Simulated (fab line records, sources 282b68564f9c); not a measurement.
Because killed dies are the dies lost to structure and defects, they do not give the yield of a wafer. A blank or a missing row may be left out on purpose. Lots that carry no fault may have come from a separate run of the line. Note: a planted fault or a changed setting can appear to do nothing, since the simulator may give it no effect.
Which tool is to blame? / flow rit_cmos / 14 lots with 42 wafers sampled at 2 steps, on a route of 202 steps

== WHAT THE GAUGES SHOWED, per wafer ==
RIT_NRETRO_TW_MEAS_10. Usual: for NRETRO_TW the level is 1045 and the standard deviation is 8.5.
lot=L413; measured=day 3 03:38; on=film_metro-02; NRETRO_TW=1033 1035 1028; flag=
lot=L415; measured=day 3 15:25; on=film_metro-04; NRETRO_TW=1045 1047 1047; flag=
lot=L416; measured=day 3 18:24; on=film_metro-02; NRETRO_TW=1028 1029 1033; flag=
lot=L421; measured=day 4 15:24; on=film_metro-01; NRETRO_TW=978 979 976; flag=OFF
lot=L423; measured=day 5 04:38; on=film_metro-01; NRETRO_TW=1055 1052 1055; flag=
lot=L424; measured=day 5 05:42; on=film_metro-02; NRETRO_TW=1035 1033 1035; flag=
lot=L425; measured=day 5 14:25; on=film_metro-04; NRETRO_TW=969 969 973; flag=OFF
lot=L426; measured=day 5 18:16; on=film_metro-04; NRETRO_TW=1050 1049 1045; flag=
lot=L427; measured=day 5 20:08; on=film_metro-02; NRETRO_TW=1033 1038 1029; flag=
lot=L429; measured=day 6 08:59; on=film_metro-04; NRETRO_TW=1051 1050 1043; flag=
lot=L430; measured=day 6 13:23; on=film_metro-02; NRETRO_TW=1032 1037 1034; flag=
lot=L431; measured=day 6 18:31; on=film_metro-04; NRETRO_TW=1047 1051 1042; flag=
lot=L432; measured=day 6 21:44; on=film_metro-04; NRETRO_TW=1046 1049 1042; flag=
lot=L433; measured=day 7 04:04; on=film_metro-01; NRETRO_TW=1053 1054 1055; flag=

== WHICH TOOL RAN EACH LOT (tool, then ch and the chambers of the sampled wafers, then the start) ==
lot=L413; RIT_NRETRO_IMPLANT_08=implanter-04 ch 0, day 3 03:20
lot=L415; RIT_NRETRO_IMPLANT_08=implanter-04 ch 0, day 3 15:07
lot=L416; RIT_NRETRO_IMPLANT_08=implanter-02 ch 0, day 3 18:04
lot=L421; RIT_NRETRO_IMPLANT_08=implanter-02 ch 0, day 4 15:07
lot=L423; RIT_NRETRO_IMPLANT_08=implanter-04 ch 0, day 5 04:19
lot=L424; RIT_NRETRO_IMPLANT_08=implanter-04 ch 0, day 5 05:25
lot=L425; RIT_NRETRO_IMPLANT_08=implanter-02 ch 0, day 5 14:06
lot=L426; RIT_NRETRO_IMPLANT_08=implanter-03 ch 0, day 5 17:59
lot=L427; RIT_NRETRO_IMPLANT_08=implanter-03 ch 0, day 5 19:52
lot=L429; RIT_NRETRO_IMPLANT_08=implanter-03 ch 0, day 6 08:40
lot=L430; RIT_NRETRO_IMPLANT_08=implanter-03 ch 0, day 6 13:05
lot=L431; RIT_NRETRO_IMPLANT_08=implanter-04 ch 0, day 6 18:12
lot=L432; RIT_NRETRO_IMPLANT_08=implanter-04 ch 0, day 6 21:28
lot=L433; RIT_NRETRO_IMPLANT_08=implanter-04 ch 0, day 7 03:46
- RIT_NRETRO_IMPLANT_08

== WHAT THE TOOLS THEMSELVES READ (means of the sampled wafers that have a number; where no wafer has one, the mark that the record gives instead) ==
RIT_NRETRO_IMPLANT_08. Usual: beam_on_s 10.01 s, standard deviation 0.19; dose_ions_cm2 1e+13, standard deviation 1e+10; faraday_current_uA 31.7, standard deviation 0.61.
lot=L413; tool=implanter-04; beam_on_s (s)=9.97; dose_ions_cm2=1e+13; faraday_current_uA=31.9; flag=
lot=L415; tool=implanter-04; beam_on_s (s)=10.19; dose_ions_cm2=1e+13; faraday_current_uA=31.1; flag=
lot=L416; tool=implanter-02; beam_on_s (s)=9.97; dose_ions_cm2=1e+13; faraday_current_uA=31.8; flag=
lot=L421; tool=implanter-02; beam_on_s (s)=10.20; dose_ions_cm2=8e+12; faraday_current_uA=24.2; flag=OFF
lot=L423; tool=implanter-04; beam_on_s (s)=10.03; dose_ions_cm2=1e+13; faraday_current_uA=31.6; flag=
lot=L424; tool=implanter-04; beam_on_s (s)=10.05; dose_ions_cm2=1e+13; faraday_current_uA=31.6; flag=
lot=L425; tool=implanter-02; beam_on_s (s)=9.80; dose_ions_cm2=8e+12; faraday_current_uA=25.2; flag=OFF
lot=L426; tool=implanter-03; beam_on_s (s)=9.94; dose_ions_cm2=1e+13; faraday_current_uA=32.0; flag=
lot=L427; tool=implanter-03; beam_on_s (s)=10.00; dose_ions_cm2=1e+13; faraday_current_uA=31.7; flag=
lot=L429; tool=implanter-03; beam_on_s (s)=10.27; dose_ions_cm2=1e+13; faraday_current_uA=30.8; flag=
lot=L430; tool=implanter-03; beam_on_s (s)=10.09; dose_ions_cm2=1e+13; faraday_current_uA=31.4; flag=
lot=L431; tool=implanter-04; beam_on_s (s)=9.90; dose_ions_cm2=1e+13; faraday_current_uA=31.9; flag=
lot=L432; tool=implanter-04; beam_on_s (s)=9.96; dose_ions_cm2=1e+13; faraday_current_uA=31.7; flag=
lot=L433; tool=implanter-04; beam_on_s (s)=9.97; dose_ions_cm2=1e+13; faraday_current_uA=31.9; flag=

== THE ANSWER, worked out from the rows above alone ==
Rule: lot off if the mean of its wafers having a number is beyond 3 standard deviations from the usual mean. Also off: a lot with no number at a reading for which 4 or more lots have one. All remaining lots with rows at the step are treated as sound. The gauges are gone through in route order, then the tools' own readings, and for those a lot's mean is taken as printed above. At the first step where some lot is off, the reading lying furthest off is the one used; lots without a number count as furthest.
Off: L421, L425, seen at RIT_NRETRO_TW_MEAS_10 (NRETRO_TW).
If a tool, at a process step before that reading, ran all the lots that are off and no sound lot after the first of them, it fits. The gauges at RIT_NRETRO_TW_MEAS_10 aren't tried: what is off there is off at RIT_NRETRO_IMPLANT_08 too, on other tools, and a gauge's error can't cause that. One fits: implanter-02 at RIT_NRETRO_IMPLANT_08. A fault onset in the window from L416 (day 3 18:04, its last sound lot) to L421 (day 4 15:07, its first lot off) fits.
The tool's own readings at RIT_NRETRO_IMPLANT_08 bear it out: on the lots that are off they differ by more than 5 times the standard deviation of the sound lots' means. dose_ions_cm2 reads 8e+12 there against 1e+13 on the sound lots; faraday_current_uA reads 24.7 there against 31.6 on the sound lots.

== WHAT THE SIMULATOR HAD PUT IN ==
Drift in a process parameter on implanter-02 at RIT_NRETRO_IMPLANT_08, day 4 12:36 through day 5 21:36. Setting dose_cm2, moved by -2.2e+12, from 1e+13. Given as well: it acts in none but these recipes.
Struck lots among those shown: L421, L425. The rule given above showed the same thing.
